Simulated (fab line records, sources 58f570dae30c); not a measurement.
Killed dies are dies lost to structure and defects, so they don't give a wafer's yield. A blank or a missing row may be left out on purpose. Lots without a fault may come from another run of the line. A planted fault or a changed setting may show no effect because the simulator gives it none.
One fault seen from 2 desks | flow berkeley_cmos170 | each desk has only its own numbers; what lay behind them comes last

THE TOOL OWNER'S DESK: litho_track-03
The tool's own readings at UCB170_ZERO_SOFTBAKE_02 (time 60 s): means of the sampled wafers that have a number, for each lot that ran on this tool. A lot is out of limits, marked OUT, if its mean lies more than 4 standard deviations from the usual mean; the brackets give that distance.
Columns: A = exhaust_pa at UCB170_ZERO_SOFTBAKE_02, usual 44.9 Pa; B = run_length_s at UCB170_ZERO_SOFTBAKE_02, usual 89.10 s
lot  | first seen here | A    | B
L631 | day 2 07:59     | 44.6 | 89.15
L634 | day 3 00:41     | 45.4 | 89.10
L635 | day 3 04:53     | 44.7 | 89.22
L636 | day 3 11:24     | 45.1 | 89.15
L642 | day 4 19:22     | 45.8 | 89.09
L647 | day 6 04:37     | 45.2 | 104.00 (+99 or more) OUT
L649 | day 6 14:17     | 44.1 | 104.10 (+99 or more) OUT
This desk's finding: out of limits on L647, L649; first on L647, day 6 04:37 (run_length_s at UCB170_ZERO_SOFTBAKE_02). In limits: L631, L634, L635, L636, L642.

THE METROLOGY DESK
What the gauges read, lot by lot, whatever tool the lot ran on: means of the sampled wafers that have a number. A lot is out of limits, marked OUT, if its mean lies more than 4 standard deviations from the usual mean; the brackets give that distance.
Columns: A = FIELD_OXIDE_LEFT_1_THK at UCB170_FIELD_THK_MEAS_90, usual 444 nm; B = PLDD_OVL at UCB170_PLDD_OVL_MEAS_07, usual -2 nm
lot  | first seen here | A   | B
L631 | day 6 00:13     | 445 | 1
L630 | day 6 00:17     | 446 | -6
L634 | day 7 03:41     | 453 | 3
L636 | day 7 11:35     | 422 | -1
L635 | day 7 11:35     | 431 | 5
L637 | day 7 21:07     | 449 | -6
L638 | day 7 21:09     | 447 | -4
L640 | day 8 11:29     | 459 | -4
L642 | day 9 08:13     | 439 | 4
L646 | day 10 04:54    | 432 | 0
L649 | day 10 09:41    | 456 | -3
L647 | day 10 09:42    | 455 | -0
L651 | day 10 09:42    | 441 | -3
L650 | day 10 19:54    | 448 | 0
This desk's finding: nothing out of limits on any of the 14 lots.

PUT TOGETHER
The tool owner's desk could have raised an alarm at day 6 04:37, on L647, L649.
The metrology desk saw nothing out of limits.
The metrology desk has L647, L649 on record, within its limits.
Of the lots named, all ran UCB170_ZERO_SOFTBAKE_02 on litho_track-03.

WHAT THE SIMULATOR HAD PUT IN
Process parameter drift: litho_track-03, from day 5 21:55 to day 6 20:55, at UCB170_ZERO_SOFTBAKE_02. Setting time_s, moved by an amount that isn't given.
Lots struck among those shown: L647, L649.
Hours from the fault's start to each desk's first reading out of limits: the tool owner's desk, 7.
